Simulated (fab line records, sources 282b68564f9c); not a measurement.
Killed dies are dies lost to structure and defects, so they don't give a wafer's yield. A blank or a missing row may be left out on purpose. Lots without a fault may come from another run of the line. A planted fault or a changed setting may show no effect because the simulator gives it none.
Split-lot experiment | flow rit_cmos | 5 lots, 23 wafers read, on a route of 202 steps

THE SPLIT
At RIT_PLDD_COAT_01 (resist thk 1000 nm), the setting spin_rpm was moved away from the recipe's 3250 rpm on 9 of the 23 wafers read, by -3.9% to +4.3%. The other wafers ran this setting at the recipe's value.

FROM THE SPLIT TO THE READING: what the file shows between them, 3 steps
- RIT_PLDD_SOFTBAKE_02: time 60 s
- RIT_PLDD_EXPOSE_03: exposes mask M8, target cd 40900 nm
- RIT_PLDD_DEVELOP_05: develop time 50 s

THE READING
NOVOLAK_of_PLDD_COAT_01.thk_nm (the simulator's own value, which no gauge read), in nm, at RIT_PLDD_HARDBAKE_07 (time 60 s). The file gives no usual value for it. The 14 wafers here that ran the recipe average 885.7 nm, standard deviation 1.9 nm.

wafer  | tool, chamber at the split | spin_rpm as run, rpm | against the recipe | NOVOLAK_of_PLDD_COAT_01.thk_nm, nm | against lot-mates on the recipe
L074.1 | litho_track-02, 0          | 3123                 | -3.9%              | 901.3                              | +18.3
L074.2 | litho_track-02, 0          | 3123                 | -3.9%              | 899.1                              | +16.1
L074.3 | litho_track-02, 0          | 3250                 | recipe             | 883.3                              | -
L074.5 | litho_track-02, 0          | 3250                 | recipe             | 882.6                              | -
L074.6 | litho_track-02, 0          | 3123                 | -3.9%              | 901.8                              | +18.8
L075.2 | litho_track-04, 0          | 3390                 | +4.3%              | 865.4                              | -18.3
L075.3 | litho_track-04, 0          | 3250                 | recipe             | 884.2                              | -
L075.4 | litho_track-04, 0          | 3250                 | recipe             | 883.2                              | -
L075.5 | litho_track-04, 0          | 3390                 | +4.3%              | 867.4                              | -16.3
L075.6 | litho_track-04, 0          | 3390                 | +4.3%              | 864.1                              | -19.6
L083.2 | litho_track-01, 0          | 3368                 | +3.6%              | 871.5                              | -14.9
L083.3 | litho_track-01, 0          | 3250                 | recipe             | 886.1                              | -
L083.4 | litho_track-01, 0          | 3368                 | +3.6%              | 868.7                              | -17.6
L083.5 | litho_track-01, 0          | 3368                 | +3.6%              | 868.2                              | -18.1
L083.6 | litho_track-01, 0          | 3250                 | recipe             | 886.6                              | -
L084.1 | litho_track-04, 0          | 3250                 | recipe             | 887.8                              | -
L084.2 | litho_track-04, 0          | 3250                 | recipe             | 888.1                              | -
L084.3 | litho_track-04, 0          | 3250                 | recipe             | 888.9                              | -
L084.4 | litho_track-04, 0          | 3250                 | recipe             | 886.3                              | -
L084.5 | litho_track-04, 0          | 3250                 | recipe             | 886.4                              | -
L085.2 | litho_track-02, 0          | 3250                 | recipe             | 887.1                              | -
L085.4 | litho_track-02, 0          | 3250                 | recipe             | 884.9                              | -
L085.6 | litho_track-02, 0          | 3250                 | recipe             | 884.8                              | -

THE FIT
A straight line over all 23 wafers: NOVOLAK_of_PLDD_COAT_01.thk_nm changes by -4.3 nm for each +1% of spin_rpm; r = -0.98; the points scatter about the line by 1.9 nm.
The same after taking each lot's own level away (the mean of its wafers on the recipe; 23 wafers): -4.45 nm for each +1%; r = -0.99; scatter 1.2 nm.
On that fit, the largest move of spin_rpm shifts the reading by 19 nm.
The lots' own levels span 882.95 to 887.50 nm, that is 2.4 times the standard deviation above.
So the lot-to-lot level changes the slope little: the two slopes agree.
Check: with one of the wafers moved furthest among these (+4.3%) left out of the fit, the line predicts -19.2 nm for it against its lot-mates. It came out at -18.3 nm against them.

OTHER SPLITS ON THESE WAFERS
These wafers also went through other splits before the reading. Each is held against what the fit with the lots' levels taken away leaves over:
other split on the same wafers      | wafers away from the commonest value | r with NOVOLAK_of_PLDD_COAT_01.thk_nm (lot level and that fit taken away)
RIT_ACTIVE_CVD_03 sih2cl2_flow_sccm | 18                                   | -0.07
RIT_FOX2_OXIDATION_00 temp_c        | 18                                   | +0.30
RIT_PWELL_IMPLANT_08 energy_kev     | 7                                    | -0.17
RIT_GATE_WET_ETCH_00 time_s         | 10                                   | -0.23
RIT_GATE_DEVELOP_15 dev_temp_c      | 10                                   | +0.35
RIT_NLDD_COAT_01 resist_thk_nm      | 4                                    | -0.01
RIT_NLDD_HARDBAKE_07 temp_c         | 9                                    | +0.42

THE WHOLE CHAIN: every reading that the file lists as answering this split, in the file's order
step                 | what it does       | reading                                                                         | change (the file's fit)              | r (the file's)
RIT_PLDD_COAT_01     | resist thk 1000 nm | NOVOLAK_of_PLDD_COAT_01.thk_nm (the simulator's own value, which no gauge read) | -5.08 nm for each +1% of the setting | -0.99
RIT_PLDD_HARDBAKE_07 | time 60 s          | NOVOLAK_of_PLDD_COAT_01.thk_nm (the simulator's own value, which no gauge read) | -4.44 nm for each +1% of the setting | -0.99

THE FILE'S OWN FIT
NOVOLAK_of_PLDD_COAT_01.thk_nm changes by -4.44 nm for each +1% of spin_rpm, r = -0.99.
